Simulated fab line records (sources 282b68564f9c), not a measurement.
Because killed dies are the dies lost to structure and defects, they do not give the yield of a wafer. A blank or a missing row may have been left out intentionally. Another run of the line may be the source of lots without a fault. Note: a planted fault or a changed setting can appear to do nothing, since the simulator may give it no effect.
fab line records -- flow ritCmos
record: lots: 14, wafers: 42, lastDay: 8
route steps=202 shown ACTIVE@2
lots untouched by any fault: they come from a run of this same line in which no faults occurred
startH: the number of hours between the record's first day and the start of the first shown wafer of the lot -- waitH: hours elapsed since this lot's preceding step -- " as in the row above -- L1.1+2: a row that stands for several wafers -- - value missing, or start not given -- * or withheld: withheld -- < > ~ a bound
route shown NAME@n: a module of which the file shows steps, and the number in the route of the first -- usual: mean/standard deviation of fault-free wafers -- same: alike in all rows -- chamber/n: place in a boat -- sites: readings site by site -- _std_site: standard deviation across them -- _edge_site: outer sites' mean less inner sites' -- radiusMm: how far each site lies from the wafer's centre -- mask NAME#n: copy n -- behind: tool/chamber where the wafer was last shaped -- hold: the reason the lot was held/the length of the hold in hours/how it ended -- device: whichever transistor did not switch (one of n, p or np) -- end of line: tests run on the same wafers once the route is complete -- a step without rows: its recipe alone -- killed: the dies lost at the first sort to structure and to defects; this is not the yield of the wafer -- map: a wafer's dies, x killed, . not, _ none there
set.NAME: setting as actually run; set.NAME@STEP: the setting as run at that earlier step -- model.NAME: the simulator's own value behind a step, which no gauge read
steps of the route over a sample of lots; a table a step, a row a wafer
services: the hour from which a tool's chamber was out of use, counted from the record's first day as startH (under 0 if before that day), plus the number of hours and why
== steps ==
step: RIT_ACTIVE_OXIDATION_01
recipe: tempC: 1000, ambient: O2, targetThkA: 468, oxTimeS: 3360
usual: spikeTcCentreC: 1002.0/1.5, spikeTcLoadC: 1024.3/3, spikeTcSourceC: 1024.4/1.7, tubeCenterTempC: 999.98/0.084, tube_center_temp_C_max: 1002.6/0.45, zonePowerCentrePct: 45.6/0.55, zonePowerLoadPct: 35.3/0.69
lot.wafer,tool,chamber,startH,waitH,spikeTcCentreC,spikeTcLoadC,spikeTcSourceC,tubeCenterTempC,tube_center_temp_C_max,zonePowerCentrePct,zonePowerLoadPct
L519.1,furnace-01,0,10.25,0.2,1000.4,1027.9,1025.5,999.81,1001.9,45.4,34.4
L519.4,furnace-01,0,10.25,0.2,1002.1,1027.7,1024.9,1000.1,1002.9,44.3,34.0
L519.6,furnace-01,0,10.25,0.2,1001.7,1027.3,1026.5,1000,1002.3,45.9,34.5
L520.2,furnace-03,0,15.12,0.1,1001.1,1024.2,1026.4,1000,1002.2,45.5,35.1
L520.3,furnace-03,0,15.12,0.1,1002.8,1023.5,1024.2,999.99,1002.9,44.9,36.2
L520.5,furnace-03,0,15.12,0.1,1001.3,1024.1,1023.3,1000.1,1003.2,45.3,35.3
L522.2,furnace-03,0,26.27,1.2,1002.5,1024.1,1023.7,999.85,1002.7,45.9,35.9
L522.4,furnace-03,0,26.27,1.2,1002.7,1025.0,1025.1,999.74,1002.8,45.1,35.3
L522.6,furnace-03,0,26.27,1.2,1004.8,1023.9,1023.6,1000,1001.9,45.5,35.9
L524.1,furnace-03,0,36.01,1.0,1000.5,1022.1,1023.2,999.91,1002.5,45.1,36.4
L524.3,furnace-03,0,36.01,1.0,1002.2,1023.3,1023.5,1000.1,1003.1,45.7,36.3
L524.6,furnace-03,0,36.01,1.0,1003.7,1025.3,1023.2,999.98,1002.7,45.2,36.0
L525.3,furnace-04,0,40.12,0.1,1000.1,1022.5,1022.0,1000,1002.9,46.5,35.3
L525.4,furnace-04,0,40.12,0.1,1001.5,1021.0,1023.0,999.96,1002.3,45.9,35.2
L525.5,furnace-04,0,40.12,0.1,1000.6,1021.4,1023.4,999.89,1002.7,46.3,35.4
L527.2,furnace-04,0,52.14,2.1,1001.4,1022.2,1023.6,999.96,1002.8,46.6,35.7
L527.4,furnace-04,0,52.14,2.1,1001.1,1019.8,1024.8,1000,1002.6,46.2,36.7
L527.6,furnace-04,0,52.14,2.1,1001.9,1021.4,1023.1,1000,1002.4,46.1,34.8
L529.3,furnace-04,0,60.48,0.4,1000.9,1018.3,1023.3,999.94,1002.4,46.0,35.5
L529.4,furnace-04,0,60.48,0.4,1001.4,1019.9,1020.7,1000,1002.4,45.7,35.4
L529.6,furnace-04,0,60.48,0.4,1000.0,1021.1,1021.2,1000.1,1002.8,45.1,35.5
L530.2,furnace-01,0,66.41,1.4,1004.2,1028.5,1026.4,999.85,1002.1,45.4,34.7
L530.4,furnace-01,0,66.41,1.4,1003.8,1029.2,1025.0,999.89,1002.5,46.3,34.6
L530.6,furnace-01,0,66.41,1.4,1002.1,1028.1,1026.0,1000.1,1002.8,45.5,34.1
L531.3,furnace-01,0,70.73,0.7,1003.0,1028.5,1026.7,999.95,1002.3,45.9,34.2
L531.4,furnace-01,0,70.73,0.7,1002.2,1029.7,1028.1,999.95,1002.1,45.5,34.4
L531.5,furnace-01,0,70.73,0.7,1001.7,1026.9,1026.4,999.93,1003.0,44.8,34.3
L532.1,furnace-03,0,75.12,0.1,1003.5,1023.9,1024.8,999.98,1002.6,45.3,35.2
L532.5,furnace-03,0,75.12,0.1,1004.6,1023.4,1024.7,1000,1003.1,44.3,35.7
L532.6,furnace-03,0,75.12,0.1,1004.0,1023.1,1024.0,999.98,1002.5,45.3,36.0
L533.3,furnace-03,0,83.45,3.4,1003.4,1023.8,1025.9,1000,1002.8,44.9,35.1
L533.4,furnace-03,0,83.45,3.4,1003.4,1024.4,1025.1,999.89,1002.1,46.0,35.7
L533.6,furnace-03,0,83.45,3.4,1004.3,1024.4,1024.6,999.86,1002.1,45.6,36.0
L535.1,furnace-03,0,90.12,0.1,1004.8,1024.5,1026.2,999.98,1002.2,45.6,35.9
L535.2,furnace-03,0,90.12,0.1,1003.1,1024.7,1024.9,999.98,1002.1,45.3,35.8
L535.3,furnace-03,0,90.12,0.1,1004.6,1023.3,1024.6,999.91,1001.9,45.1,34.8
L541.2,furnace-01,0,123.24,3.2,963.5,987.1,986.8,960.01,962.7,43.4,31.2
L541.3,furnace-01,0,123.24,3.2,963.2,988.2,985.6,960,962.8,43.2,31.2
L541.6,furnace-01,0,123.24,3.2,962.7,988.7,984.9,959.82,962.3,44.0,31.6
L542.2,furnace-01,0,128.88,3.8,963.8,987.6,985.6,959.97,963.7,43.0,31.1
L542.3,furnace-01,0,128.88,3.8,960.8,986.2,984.7,959.92,962.6,43.2,31.6
L542.5,furnace-01,0,128.88,3.8,963.3,989.4,986.9,959.91,962.1,43.7,31.2
step: RIT_ACTIVE_THK_MEAS_02
recipe: reads: SiO2_of_ACTIVE_OXIDATION_01
usual: ACTIVE_OXIDE_THK: 46.6/1
lot.wafer,tool,chamber,startH,waitH,ACTIVE_OXIDE_THK[nm]
L519.1,filmMetro-03,-,12.18,0.0,45.7
L519.4,filmMetro-03,-,12.18,0.0,45.0
L519.6,filmMetro-03,-,12.18,0.0,45.9
L520.2,filmMetro-04,-,17.06,0.0,48.5
L520.3,filmMetro-04,-,17.06,0.0,48.1
L520.5,filmMetro-04,-,17.06,0.0,48.5
L522.2,filmMetro-03,-,28.21,0.0,49.0
L522.4,filmMetro-03,-,28.21,0.0,48.3
L522.6,filmMetro-03,-,28.21,0.0,46.9
L524.1,filmMetro-03,-,37.94,0.0,48.2
L524.3,filmMetro-03,-,37.94,0.0,47.6
L524.6,filmMetro-03,-,37.94,0.0,46.9
L525.3,filmMetro-02,-,42.07,0.0,46.8
L525.4,filmMetro-02,-,42.07,0.0,46.5
L525.5,filmMetro-02,-,42.07,0.0,46.0
L527.2,filmMetro-02,-,54.08,0.0,45.4
L527.4,filmMetro-02,-,54.08,0.0,44.8
L527.6,filmMetro-02,-,54.08,0.0,45.1
L529.3,filmMetro-03,-,62.44,0.0,45.7
L529.4,filmMetro-03,-,62.44,0.0,44.9
L529.6,filmMetro-03,-,62.44,0.0,44.9
L530.2,filmMetro-02,-,68.35,0.0,47.1
L530.4,filmMetro-02,-,68.35,0.0,48.1
L530.6,filmMetro-02,-,68.35,0.0,47.7
L531.3,filmMetro-04,-,72.68,0.0,47.2
L531.4,filmMetro-04,-,72.68,0.0,46.7
L531.5,filmMetro-04,-,72.68,0.0,46.2
L532.1,filmMetro-03,-,77.05,0.0,46.8
L532.5,filmMetro-03,-,77.05,0.0,47.2
L532.6,filmMetro-03,-,77.05,0.0,47.6
L533.3,filmMetro-03,-,85.40,0.0,47.4
L533.4,filmMetro-03,-,85.40,0.0,47.4
L533.6,filmMetro-03,-,85.40,0.0,46.7
L535.1,filmMetro-03,-,92.05,0.0,47.2
L535.2,filmMetro-03,-,92.05,0.0,47.1
L535.3,filmMetro-03,-,92.05,0.0,46.6
L541.2,filmMetro-03,-,125.19,0.0,31.7
L541.3,filmMetro-03,-,125.19,0.0,32.8
L541.6,filmMetro-03,-,125.19,0.0,31.8
L542.2,filmMetro-02,-,130.82,0.0,32.7
L542.3,filmMetro-02,-,130.82,0.0,33.0
L542.5,filmMetro-02,-,130.82,0.0,32.9
== services ==
tool,chamber,startH,hours,kind
furnace-04,-,2.59,5.0,pm
furnace-03,-,106.18,60.7,pm
== key ==
firstSign: step: RIT_ACTIVE_OXIDATION_01, reading: tubeCenterTempC, direction: down, sigmas: 99+, usual: *, struck: *
effect: step: RIT_ACTIVE_OXIDATION_01, reading: tube_center_temp_C_max, direction: down, sigmas: 89, usual: *, struck: *
effect: step: RIT_ACTIVE_THK_MEAS_02, reading: ACTIVE_OXIDE_THK, direction: down, sigmas: 14, usual: 46.6, struck: 32.5
metAt RIT_ACTIVE_OXIDATION_01
struckLots L541,L542
testerLeftOut L541,L542
onsetBetween 70.73 123.24
fault: kind: processParameterDrift, tool: furnace-01, chamber: -, onsetH: 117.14, steps: RIT_ACTIVE_OXIDATION_01, channel: tempC, offset: *, shape: step, endH: 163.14, actsIn: *, stated: *
testerLeftOut: of these lots the tester's yield and bins aren't shown, on N5 and GAA mostly nor the transistor test; their killed dies are dies lost to structure and defects alone, not to doping, threshold or leakage, so they don't give the yield
